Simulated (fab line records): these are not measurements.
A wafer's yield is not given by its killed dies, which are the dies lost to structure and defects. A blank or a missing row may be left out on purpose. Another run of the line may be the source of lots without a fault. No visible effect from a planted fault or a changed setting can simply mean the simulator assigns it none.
What tool caused it? | flow berkeley_cmos170 | Sampling: 15 lots, 45 wafers, 4 of 331 route steps

WHAT EACH GAUGE READ, for each wafer
UCB170_SACOX_THK_MEAS_02. Usual: SACOX_OXIDE_THK 14.68 nm, standard deviation 0.25.
lot  | measured    | on            | SACOX_OXIDE_THK (nm) | flag
L786 | day 5 13:48 | film_metro-01 | 14.87 14.95 14.84    |
L787 | day 5 13:50 | film_metro-03 | 14.68 14.78 14.79    |
L788 | day 5 19:24 | film_metro-01 | 14.45 14.28 14.66    |
L791 | day 5 19:25 | film_metro-02 | 14.36 14.05 14.31    |
L790 | day 5 19:25 | film_metro-03 | 14.66 14.51 14.56    |
L789 | day 5 19:28 | film_metro-01 | 14.36 14.36 14.34    |
L794 | day 6 21:01 | film_metro-02 | 14.82 14.49 14.70    |
L793 | day 6 21:01 | film_metro-03 | 14.58 14.83 14.52    |
L795 | day 7 04:29 | film_metro-02 | 14.66 14.78 14.89    |
L797 | day 7 04:28 | film_metro-03 | 14.81 14.99 15.04    |
L796 | day 7 12:50 | film_metro-03 | 14.72 14.70 14.74    |
L800 | day 8 04:26 | film_metro-01 | 6.25 6.07 6.50       | OFF
L802 | day 8 11:13 | film_metro-02 | 14.39 14.40 14.63    |
L805 | day 9 00:12 | film_metro-03 | 6.31 6.71 6.56       | OFF
L804 | day 9 00:10 | film_metro-02 | 6.48 6.36 6.45       | OFF

UCB170_PVT_OVL_MEAS_06. Usual: PVT_OVL 3 nm, standard deviation 6.6.
lot  | measured    | on         | PVT_OVL (nm) | flag
L786 | day 6 01:53 | overlay-01 | 3 3 3        |
L787 | day 6 02:20 | overlay-02 | 2 -3 -3      |
L788 | day 6 06:24 | overlay-02 | 12 9 13      |
L791 | day 6 06:19 | overlay-02 | 7 2 1        |
L790 | day 6 06:20 | overlay-01 | 4 1 1        |
L789 | day 6 06:35 | overlay-01 | -10 -12 -5   |
L794 | day 7 08:45 | overlay-02 | -1 5 7       |
L793 | day 7 08:59 | overlay-01 | 3 1 1        |
L795 | day 7 16:11 | overlay-01 | 2 8 -3       |
L797 | day 7 15:52 | overlay-01 | 2 6 4        |
L796 | day 8 00:16 | overlay-01 | 4 9 7        |
L800 | day 8 16:28 | overlay-02 | -4 -3 -5     |
L802 | day 9 00:01 | overlay-02 | -4 -1 -2     |
L805 | day 9 12:17 | overlay-01 | 5 9 2        |
L804 | day 9 12:49 | overlay-01 | 6 3 -9       |

WHAT TOOL EACH LOT RAN ON (gives the tool, then ch and the chambers of the sampled wafers, and finally the start)
lot  | UCB170_ACTIVE_ETCH_15             | UCB170_SACOX_OXIDATION_01
L786 | rie_diel-04 ch 1,2,3, day 4 15:04 | furnace-02 ch 0, day 5 12:08
L787 | rie_diel-02 ch 2,3, day 4 15:11   | furnace-02 ch 0, day 5 12:08
L788 | rie_diel-01 ch 0,1,3, day 4 19:07 | furnace-02 ch 0, day 5 17:44
L791 | rie_diel-04 ch 0,3, day 4 22:44   | furnace-02 ch 0, day 5 17:44
L790 | rie_diel-02 ch 0,2,3, day 4 23:01 | furnace-02 ch 0, day 5 17:44
L789 | rie_diel-01 ch 0,1, day 4 23:17   | furnace-02 ch 0, day 5 17:44
L794 | rie_diel-02 ch 1,2,3, day 5 22:58 | furnace-02 ch 0, day 6 19:21
L793 | rie_diel-04 ch 1,2,3, day 5 23:14 | furnace-02 ch 0, day 6 19:21
L795 | rie_diel-02 ch 0,1,2, day 6 06:19 | furnace-04 ch 0, day 7 02:49
L797 | rie_diel-04 ch 1,2, day 6 08:01   | furnace-04 ch 0, day 7 02:49
L796 | rie_diel-02 ch 1,2, day 6 15:51   | furnace-04 ch 0, day 7 11:10
L800 | rie_diel-04 ch 0,1,2, day 7 05:43 | furnace-04 ch 0, day 8 02:46
L802 | rie_diel-02 ch 0,1,2, day 7 14:01 | furnace-02 ch 0, day 8 09:32
L805 | rie_diel-04 ch 1,2, day 8 01:23   | furnace-04 ch 0, day 8 22:31
L804 | rie_diel-02 ch 0,1,3, day 8 01:38 | furnace-04 ch 0, day 8 22:31
- UCB170_ACTIVE_ETCH_15: etches Si3N4 in CH3F/Ar/O2, stops on SiO2, target depth 242 nm, time 151 s.
- UCB170_SACOX_OXIDATION_01: target thk 14.4 nm, ox time 2400 s.

AS READ BY THE TOOLS THEMSELVES (means over the sampled wafers that have a number; for cases with no such wafer, the mark the record gives instead)
UCB170_ACTIVE_ETCH_15. Usual: drypump_motor_current_A 5.7 A, standard deviation 0.49; oes_product_au 0.946 a.u., standard deviation 0.017; throttle_valve_pct 8.05 %, standard deviation 0.14.
lot  | tool        | drypump_motor_current_A (A) | oes_product_au (a.u.) | throttle_valve_pct (%) | flag
L786 | rie_diel-04 | 5.2                         | 0.929                 | 8.12                   |
L787 | rie_diel-02 | 5.8                         | 0.948                 | 8.18                   |
L788 | rie_diel-01 | 5.6                         | 0.946                 | 8.07                   |
L791 | rie_diel-04 | 6.0                         | 0.929                 | 7.99                   |
L790 | rie_diel-02 | 5.7                         | 0.950                 | 8.10                   |
L789 | rie_diel-01 | 5.7                         | 0.951                 | 8.00                   |
L794 | rie_diel-02 | 5.9                         | 0.949                 | 8.03                   |
L793 | rie_diel-04 | 5.2                         | 0.936                 | 8.13                   |
L795 | rie_diel-02 | 5.9                         | 0.956                 | 7.95                   |
L797 | rie_diel-04 | 4.9                         | 0.929                 | 8.20                   |
L796 | rie_diel-02 | 6.2                         | 0.956                 | 7.88                   |
L800 | rie_diel-04 | 5.3                         | 0.952                 | 8.08                   |
L802 | rie_diel-02 | 5.9                         | 0.948                 | 7.94                   |
L805 | rie_diel-04 | 4.9                         | 0.950                 | 8.15                   |
L804 | rie_diel-02 | 5.9                         | 0.954                 | 8.09                   |

UCB170_SACOX_OXIDATION_01. Usual: value, then standard deviation, for each; spike_tc_centre_C 903.6 C / 1.2; spike_tc_load_C 923.0 C / 1.4; spike_tc_source_C 923.5 C / 1.2; tube_center_temp_C 900.01 C / 0.086; tube_center_temp_C_max 902.4 / 0.39; zone_power_load_pct 29.0 % / 0.41; zone_power_source_pct 28.8 % / 2.4.
lot  | tool       | spike_tc_centre_C (C) | spike_tc_load_C (C) | spike_tc_source_C (C) | tube_center_temp_C (C) | tube_center_temp_C_max | zone_power_load_pct (%) | zone_power_source_pct (%) | flag
L786 | furnace-02 | 904.3                 | 923.6               | 923.6                 | 900.03                 | 902.2                  | 29.3                    | 30.9                      |
L787 | furnace-02 | 903.3                 | 924.6               | 922.7                 | 899.99                 | 902.2                  | 29.2                    | 30.8                      |
L788 | furnace-02 | 904.6                 | 924.3               | 923.6                 | 900.08                 | 902.1                  | 29.2                    | 31.0                      |
L791 | furnace-02 | 903.6                 | 924.3               | 922.9                 | 899.94                 | 901.9                  | 29.3                    | 31.1                      |
L790 | furnace-02 | 903.6                 | 924.1               | 923.8                 | 899.98                 | 902.6                  | 29.1                    | 31.2                      |
L789 | furnace-02 | 903.0                 | 923.7               | 923.2                 | 900.03                 | 902.4                  | 29.6                    | 30.8                      |
L794 | furnace-02 | 904.2                 | 924.3               | 922.7                 | 899.98                 | 902.7                  | 29.4                    | 30.9                      |
L793 | furnace-02 | 905.5                 | 921.8               | 922.9                 | 899.95                 | 902.2                  | 29.4                    | 31.1                      |
L795 | furnace-04 | 902.1                 | 921.9               | 924.0                 | 900.04                 | 902.7                  | 28.8                    | 26.1                      |
L797 | furnace-04 | 902.8                 | 921.6               | 924.1                 | 899.98                 | 902.4                  | 28.4                    | 26.5                      |
L796 | furnace-04 | 902.9                 | 922.4               | 924.5                 | 899.99                 | 902.6                  | 28.6                    | 26.6                      |
L800 | furnace-04 | 830.1                 | 848.0               | 849.8                 | 827.08                 | 829.4                  | 23.7                    | 21.9                      | OFF
L802 | furnace-02 | 904.2                 | 924.3               | 923.2                 | 900.01                 | 902.6                  | 29.4                    | 31.1                      |
L805 | furnace-04 | 829.2                 | 847.9               | 849.6                 | 827.00                 | 829.2                  | 24.0                    | 21.9                      | OFF
L804 | furnace-04 | 829.9                 | 848.1               | 849.5                 | 827.12                 | 829.8                  | 23.8                    | 21.9                      | OFF

THE ANSWER, worked out from the rows above alone
Rule: lot off if the mean of its wafers having a number is beyond 3 standard deviations from the usual mean. A lot without any number at a reading at which 4 lots or more have one is off too. All remaining lots with rows at the step are treated as sound. First the gauges in route order, then the tools' own readings, where a lot's mean is used as printed above. At the first step where some lot is off, the reading lying furthest off is the one used; lots without a number count as furthest.
Off: L800, L805, L804, seen at UCB170_SACOX_THK_MEAS_02 (SACOX_OXIDE_THK).
If a tool, at a process step before that reading, ran all the lots that are off and no sound lot after the first of them, it fits. Not tried: the gauges at UCB170_SACOX_THK_MEAS_02; whatever is off there is also off at UCB170_SACOX_OXIDATION_01, on other tools, and gauge error can't account for it. One candidate fits, namely furnace-04 at UCB170_SACOX_OXIDATION_01. Its last sound lot is L796 (day 7 11:10), its first lot that is off L800 (day 8 02:46): a fault that began between those two fits.
The tool's own readings at UCB170_SACOX_OXIDATION_01 bear it out: on the lots that are off they differ by more than 5 times the standard deviation of the sound lots' means. spike_tc_centre_C reads 829.7 C there against 903.7 C on the sound lots; spike_tc_load_C reads 848.0 C there against 923.4 C on the sound lots; spike_tc_source_C reads 849.6 C there against 923.4 C on the sound lots; tube_center_temp_C reads 827.07 C there against 900.00 C on the sound lots; tube_center_temp_C_max reads 829.5 there against 902.4 on the sound lots; zone_power_load_pct reads 23.8 % there against 29.1 % on the sound lots.

WHAT THE SIMULATOR HAD PUT IN
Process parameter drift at UCB170_SACOX_OXIDATION_01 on furnace-04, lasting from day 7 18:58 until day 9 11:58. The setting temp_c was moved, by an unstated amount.
Lots struck among those shown: L800, L804, L805. The rule given above showed the same thing.
